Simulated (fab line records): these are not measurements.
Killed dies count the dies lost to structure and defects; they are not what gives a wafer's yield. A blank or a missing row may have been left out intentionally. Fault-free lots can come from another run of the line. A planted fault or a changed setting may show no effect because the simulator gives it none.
A lot that was struck, set against a sound lot    flow rit cmos    34 out of 202 route steps
Sound: the wafers L967.1, L967.3, L967.6. Wafers L972.1, L972.3, L972.6 were the ones struck. At the end, the cause is stated.
At each step with rows: each side's tool, then ch and its chambers, then its first start. Under that, the readings that differ: sound wafers    struck wafers    difference of the means    sigmas: that difference in standard deviations of wafers without a fault.
alike: words and numbers the same on both sides, and readings whose means are apart by under 2 such deviations; not compared: readings that were withheld, readings missing a value for some wafer, numbers with overlapping values and no deviation given by the record, and bounds like >300 which may hide the same value.
The two part at a step that has a row with sigmas, a row that says differs or no value, or rows on one side only. When numbers do not overlap yet have no deviation, they are printed without sigmas and do not part them. Lack of a reading on every wafer of one side parts them only where that side has two or more wafers.

first, 2 steps without rows for these wafers: RIT_SPACER_CLEAN_02 (cleans in SC2, time 600 s); RIT_SPACER_CVD_03 (deposits Si3N4 from SiH2Cl2/NH3, target thk 250 nm, time 3300 s).
RIT_SPACER_THK_MEAS_04:
  sound on film metro-03, day 4 08:02; struck on film metro-03, day 5 06:58
  alike: SPACER_NITRIDE_THK
RIT_SPACER_ETCHBACK_05: etches Si3N4 in SF6/CHF3, stops on SiO2, target depth 250 nm, time 240 s.
  sound on rie diel-04 ch 0,1,3, day 4 08:06; struck on rie diel-04 ch 0,1,2, day 5 07:01
  alike: drypump motor current A, oes product au, throttle valve pct
  not compared: rf hours counter h
then, 6 steps without rows for these wafers: RIT_NSD_HMDS_00 (prime time 60 s); RIT_NSD_COAT_01 (resist thk 1000 nm); RIT_NSD_SOFTBAKE_02 (time 60 s); RIT_NSD_EXPOSE_03 (exposes mask M9, target cd 40700 nm); RIT_NSD_PEB_04; RIT_NSD_DEVELOP_05 (develop time 50 s).
RIT_NSD_OVL_MEAS_06:
  sound on overlay-01, day 4 09:06; struck on overlay-02, day 5 08:01
  alike: NSD_OVL
then, 1 step without rows for these wafers: RIT_NSD_HARDBAKE_07 (time 60 s).
RIT_NSD_IMPLANT_08:
  sound on implanter-03 ch 0, day 4 09:17; struck on implanter-03 ch 0, day 5 08:13
reading             sound                           struck                         difference  sigmas
dose ions cm2       9.995e+14 9.998e+14 1.0002e+15  5.515e+14 5.492e+14 5.502e+14  -4.495e+14  -99 or more
faraday current uA  3211 3055 3069                  1744 1727 1756                 -1369       -20
  alike: beam on s, end station pressure torr
RIT_NSD_STRIP_09: strips in O2, time 180 s.
  sound on plasma asher-04 ch 0,1, day 4 09:26; struck on plasma asher-01 ch 0, day 5 08:22
  alike: drypump motor current A
  not compared: rf hours counter h
RIT_NSD_TW_MEAS_10:
  sound on film metro-01, day 4 09:37; struck on film metro-01, day 5 08:32
reading  sound           struck          difference  sigmas
NSD_TW   3192 3172 3187  2757 2753 2761  -427        -11
then, 6 steps without rows for these wafers: RIT_PSD_HMDS_00 (prime time 60 s); RIT_PSD_COAT_01 (resist thk 1000 nm); RIT_PSD_SOFTBAKE_02 (time 60 s); RIT_PSD_EXPOSE_03 (exposes mask M10, target cd 40900 nm); RIT_PSD_PEB_04; RIT_PSD_DEVELOP_05 (develop time 50 s).
RIT_PSD_OVL_MEAS_06:
  sound on overlay-01, day 4 10:41; struck on overlay-01, day 5 09:26
  alike: PSD_OVL
then, 2 steps without rows for these wafers: RIT_PSD_HARDBAKE_07 (time 60 s); RIT_PSD_IMPLANT_08.
RIT_PSD_STRIP_09: strips in O2, time 180 s.
  sound on plasma asher-01 ch 0,1, day 4 11:02; struck on plasma asher-02 ch 0,1, day 5 09:47
  alike: drypump motor current A
  not compared: rf hours counter h
RIT_PSD_TW_MEAS_10:
  sound on film metro-02, day 4 11:12; struck on film metro-02, day 5 09:57
  alike: PSD_TW
then, 3 steps without rows for these wafers: RIT_SDANNEAL_CLEAN_00 (cleans in SC1, time 600 s); RIT_SDANNEAL_CLEAN_01 (cleans in dHF, time 30 s); RIT_SDANNEAL_CLEAN_02 (cleans in SC2, time 600 s).
RIT_SDANNEAL_RTA_03: time 5 s.
  sound on rtp anneal-02 ch 0, day 4 11:40; struck on rtp anneal-01 ch 0, day 5 10:33
  alike: anneal temp c max, wafer_temp_C_max
RIT_SDANNEAL_RS_MEAS_04: a four-point-probe measurement.
  sound on film metro-01, day 4 11:43; struck on film metro-01, day 5 10:37
  alike: PSD_RS
RIT_SDANNEAL_RS_MEAS_05: a four-point-probe measurement.
  sound on film metro-01, day 4 11:50; struck on film metro-01, day 5 10:44
reading          sound              struck                difference  sigmas
NSD_RS (ohm/sq)  84.73 84.26 84.73  136.85 136.28 136.74  +52.05      +99 or more
RIT_SDANNEAL_RS_MEAS_06: a four-point-probe measurement.
  sound on film metro-01, day 4 11:58; struck on film metro-01, day 5 10:51
  alike: PLDD_RS
RIT_M1_PROBE_99:
  sound on prober-01, day 4 19:07; struck on prober-02, day 5 18:08
reading                                    sound                 struck               difference  sigmas
model.etest.nmos_0p3.r on ohm um           2136 2128 2163        2446 2495 2494       +336        
model.etest.nmos_0p15.r on ohm um          1096 1096 1106        1326 1364 1375       +256        
model.etest.contact nplus.end ohm um       42.75 41.39 41.93     106.7 107 107.5      +65.0       
model.etest.nmos_0p15.drive ua um          491.7 480.8 484.4     416.7 409.6 407.2    -74.5       
model.etest.nmos narrow.drive ua um        232.7 230.6 229.6     188.5 192.7 192.8    -39.6       
model.etest.nmos_0p3.drive ua um           227.5 228.1 223.2     195.8 192.7 194.6    -31.9       
model.etest.nmos_0p15.tox inv nm (nm)      4.434 4.458 4.461     5.021 4.99 5.059     +0.572      
model.etest.nmos_0p15.junction log10 a um  -13.63 -13.36 -13.21  -13.2 -12.79 -12.91  +0.4        
  alike: killed_at_M0_to_M3, killed at contacts, killed at front end, killed dies, killed open, killed short

WHERE THEY PART
First at RIT_NSD_IMPLANT_08; last, within this record, at RIT_SDANNEAL_RS_MEAS_05. Later steps at which nothing parts them and some readings are alike: RIT_SDANNEAL_RS_MEAS_06, RIT_M1_PROBE_99.

WHY: the cause the simulator had injected
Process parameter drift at RIT_NSD_IMPLANT_08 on implanter-03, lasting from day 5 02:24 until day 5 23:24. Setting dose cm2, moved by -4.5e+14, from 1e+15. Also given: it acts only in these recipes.
